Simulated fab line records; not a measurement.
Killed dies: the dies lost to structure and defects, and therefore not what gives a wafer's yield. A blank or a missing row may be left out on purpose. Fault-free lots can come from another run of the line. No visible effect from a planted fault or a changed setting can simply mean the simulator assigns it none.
Which tool is to blame? | flow ritCmos | 13 lots with 39 wafers sampled at 4 steps, on a route of 202 steps

== WHAT EACH GAUGE READ, for each wafer ==
RIT_NSD_OVL_MEAS_06.
lot  | measured    | on         | NSD_OVL (nm)
L371 | day 3 10:47 | overlay-02 | 1.2 -2.3 -1.8
L372 | day 3 14:17 | overlay-02 | -3.1 -2.7 -2.9
L373 | day 3 17:31 | overlay-01 | 3.4 2.1 -1.2
L375 | day 4 12:24 | overlay-01 | - - -
L376 | day 4 12:41 | overlay-02 | -1.2 -2.4 -2.6
L380 | day 5 08:14 | overlay-02 | -0.3 0.5 -3.6
L385 | day 6 06:35 | overlay-02 | 2.0 1.8 2.5
L386 | day 6 12:25 | overlay-01 | -1.2 1.5 0.0
L387 | day 6 18:39 | overlay-02 | 0.9 1.0 0.5
L388 | day 6 23:25 | overlay-02 | -0.7 -0.9 -0.9
L390 | day 7 10:55 | overlay-02 | -0.3 1.4 0.4
L391 | day 7 20:17 | overlay-01 | -0.5 -2.2 -2.2
L393 | day 8 03:17 | overlay-02 | -2.8 -1.2 -0.5

RIT_NSD_TW_MEAS_10.
lot  | measured    | on           | NSD_TW
L371 | day 3 11:18 | filmMetro-01 | 3144 3136 3135
L372 | day 3 14:48 | filmMetro-02 | 3093 3085 3090
L373 | day 3 18:02 | filmMetro-02 | 3101 3084 3083
L375 | day 4 12:56 | filmMetro-01 | 30 30 30
L376 | day 4 13:13 | filmMetro-03 | 3086 3082 3074
L380 | day 5 08:44 | filmMetro-02 | 3083 3095 3101
L385 | day 6 07:05 | filmMetro-02 | 3080 3091 3074
L386 | day 6 12:56 | filmMetro-03 | 3113 3108 3103
L387 | day 6 19:10 | filmMetro-02 | 3072 3082 3085
L388 | day 6 23:56 | filmMetro-03 | 3106 3116 3124
L390 | day 7 11:25 | filmMetro-01 | 3148 3148 3146
L391 | day 7 20:49 | filmMetro-02 | 3115 3102 3113
L393 | day 8 03:47 | filmMetro-03 | 3100 3090 3099

RIT_PSD_TW_MEAS_10.
lot  | measured    | on           | PSD_TW
L371 | day 3 12:51 | filmMetro-01 | 3444 3446 3441
L372 | day 3 16:21 | filmMetro-03 | 3384 3386 3396
L373 | day 3 19:35 | filmMetro-03 | 3387 3384 3397
L375 | day 4 14:47 | filmMetro-01 | 3672 3650 3675
L376 | day 4 14:49 | filmMetro-03 | 3369 3369 3376
L380 | day 5 10:22 | filmMetro-03 | 3361 3354 3390
L385 | day 6 08:38 | filmMetro-01 | 3467 3484 3455
L386 | day 6 14:22 | filmMetro-03 | 3407 3418 3410
L387 | day 6 20:39 | filmMetro-03 | 3404 3421 3417
L388 | day 7 01:28 | filmMetro-03 | 3392 3404 3402
L390 | day 7 12:50 | filmMetro-03 | 3405 3381 3396
L391 | day 7 22:14 | filmMetro-01 | 3474 3470 3468
L393 | day 8 05:47 | filmMetro-02 | 3427 3432 3444

== WHICH TOOL RAN EACH LOT (tool, then ch and the chambers of the sampled wafers, then the start) ==
lot  | RIT_NSD_EXPOSE_03
L371 | ilineStepper-02 ch 0, day 3 10:20
L372 | ilineStepper-02 ch 0, day 3 13:53
L373 | ilineStepper-01 ch 0, day 3 17:07
L375 | ilineStepper-01 ch 0, day 4 12:00
L376 | ilineStepper-02 ch 0, day 4 12:16
L380 | ilineStepper-01 ch 0, day 5 07:50
L385 | ilineStepper-01 ch 0, day 6 06:11
L386 | ilineStepper-01 ch 0, day 6 12:02
L387 | ilineStepper-01 ch 0, day 6 18:17
L388 | ilineStepper-02 ch 0, day 6 23:01
L390 | ilineStepper-01 ch 0, day 7 10:31
L391 | ilineStepper-01 ch 0, day 7 19:53
L393 | ilineStepper-02 ch 0, day 8 02:53
- RIT_NSD_EXPOSE_03: exposes mask M9, target cd 40700 nm.

== WHAT THE TOOLS THEMSELVES READ (means of the sampled wafers that have a number; where no wafer has one, the mark that the record gives instead) ==
The record holds no such reading with a usual standard deviation.

== THE ANSWER, worked out from the rows above alone ==
Rule: what is usual is taken from the lots themselves. The widest of any qualifying gaps counts: lots, ordered by their means at a reading, are off when they make up no more than a third of the lots, leave a main group of 4 or more, and stand apart from it by 3 or more times the standard deviation of that group's means. The tables above print the reading to a certain number of digits; a main group whose means all agree to those digits is not used. A lot without any number at a reading at which 4 lots or more have one is off too. Where the step has rows for the other lots, those lots are counted as sound. Order of review: gauges by route order, followed by the tools' own readings, for which a lot's mean as printed above is used. At the first step where some lot is off, the reading lying furthest off is the one used; lots without a number count as furthest.
Off: at RIT_NSD_OVL_MEAS_06 (NSD_OVL), L375. Without a number there: L375. For the main group the mean is -0.5 nm and the standard deviation 1.4.
A tool fits if, at a process step before that reading, it ran every lot that is off, and no sound lot after the first of them. Not tried: the gauges at RIT_NSD_OVL_MEAS_06; whatever is off there is also off at RIT_NSD_TW_MEAS_10, on other tools, and gauge error can't account for it. None of those tried fits.

== WHAT HAD BEEN PUT IN BY THE SIMULATOR ==
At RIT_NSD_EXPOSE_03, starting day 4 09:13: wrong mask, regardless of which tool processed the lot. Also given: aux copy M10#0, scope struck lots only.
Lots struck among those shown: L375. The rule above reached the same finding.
